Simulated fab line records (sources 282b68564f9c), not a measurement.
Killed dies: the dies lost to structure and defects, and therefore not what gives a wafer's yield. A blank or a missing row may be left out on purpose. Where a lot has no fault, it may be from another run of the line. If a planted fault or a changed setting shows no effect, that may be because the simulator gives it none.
A struck lot beside a sound one -- flow rit_cmos -- 15 steps out of a route of 202
Sound: wafers L381.1, L381.3, L381.6. Struck: wafers L389.3, L389.5 (left out: L389.1, a lot-mate that was not struck); the cause follows at the end.
At each step with rows: each side's tool, then ch and its chambers, then its first start. Under that, the readings that differ: sound wafers -- struck wafers -- difference of the means -- sigmas: that difference in standard deviations of wafers without a fault.
alike: readings whose means differ by less than 2 such deviations, and words and numbers that are the same on both sides. not compared: withheld readings, readings that some wafer has no value for, bounds like >300 that may hide the same value, and numbers for which the record gives no deviation and whose values overlap.
Wherever a step has rows on one side only, a row that says differs or no value, or a row with sigmas, the two part there. When numbers do not overlap yet have no deviation, they are printed without sigmas and do not part them. Lack of a reading on every wafer of one side parts them only where that side has two or more wafers.

RIT_M1_SPUTTER_00: material Al, target thk 400 nm, time 500 s.
  sound on pvd_sputter-03 at day 3 15:25; struck on pvd_sputter-01 at day 5 13:50
  alike: throttle_valve_pct
RIT_M1_RS_MEAS_01: the measuring method here is four-point-probe.
  sound on film_metro-02 at day 3 15:42; struck on film_metro-02 at day 5 14:07
  alike: M1_AL_RS
RIT_M1_THK_MEAS_02: measures by xrf.
  sound on film_metro-02 at day 3 15:49; struck on film_metro-02 at day 5 14:14
  alike: M1_AL_THK
then, 6 steps without rows for these wafers: RIT_M1_HMDS_03 (prime time 60 s); RIT_M1_COAT_04 (resist thk 1300 nm); RIT_M1_SOFTBAKE_05 (time 60 s); RIT_M1_EXPOSE_06 (exposes mask M12, target cd 2600 nm); RIT_M1_PEB_07; RIT_M1_DEVELOP_08 (develop time 68 s).
RIT_M1_CD_MEAS_09: the cd target is 2600 nm.
  sound on cd_sem-01 at day 3 16:46; struck on cd_sem-02 at day 5 15:11
reading,sound,struck,difference,sigmas
cd_nm (nm),2600.5 2600.4 2599.1,2595.2 2592.1,-6.4,-2
RIT_M1_OVL_MEAS_10:
  sound on overlay-02 at day 3 16:53; struck on overlay-02 at day 5 15:18
  alike: M1_OVL
then, 1 step without rows for these wafers: RIT_M1_HARDBAKE_11 (time 120 s).
RIT_M1_METAL_ETCH_12: etches Al in Cl2/BCl3, stops on SiO2, time 165 s, target depth 600 nm.
  sound on rie_metal-02 ch 0,1, day 3 17:14; struck on rie_metal-02 ch 1, day 5 15:35
reading,sound,struck,difference,sigmas
chamber_pressure_mTorr (mTorr),100.17 100.07 100.02,79.97 80.03,-20.09,-99 or more
model.NOVOLAK_of_M1_COAT_04.thk_nm (nm),810.3 809.8 798.6,814.6 815,+8.6,
  alike: bcl3_flow_sccm, drypump_motor_current_A, oes_product_au, rf_fwd_power_W, throttle_valve_pct
  not compared: rf_hours_counter_h
then, 1 step without rows for these wafers: RIT_M1_STRIP_13 (strips in nmp, time 600 s).
RIT_M1_PROBE_99:
  sound on prober-01 at day 3 19:40; struck on prober-01 at day 5 17:58
reading,sound,struck,difference,sigmas
sort_bin_6_memory (%),1.1 2.7 1.5,0.8 0,-1.4,-2
  alike: defect_limited_yield, killed_at_contacts, killed_at_front_end, killed_dies, killed_open, killed_short, sort_bin_3_pad_short, sort_bin_5_function, sort_n_pass, sort_yield_pct

## WHERE THEY PART
Earliest at RIT_M1_CD_MEAS_09; latest, in this record, at RIT_M1_PROBE_99.

WHY: what had been put in by the simulator
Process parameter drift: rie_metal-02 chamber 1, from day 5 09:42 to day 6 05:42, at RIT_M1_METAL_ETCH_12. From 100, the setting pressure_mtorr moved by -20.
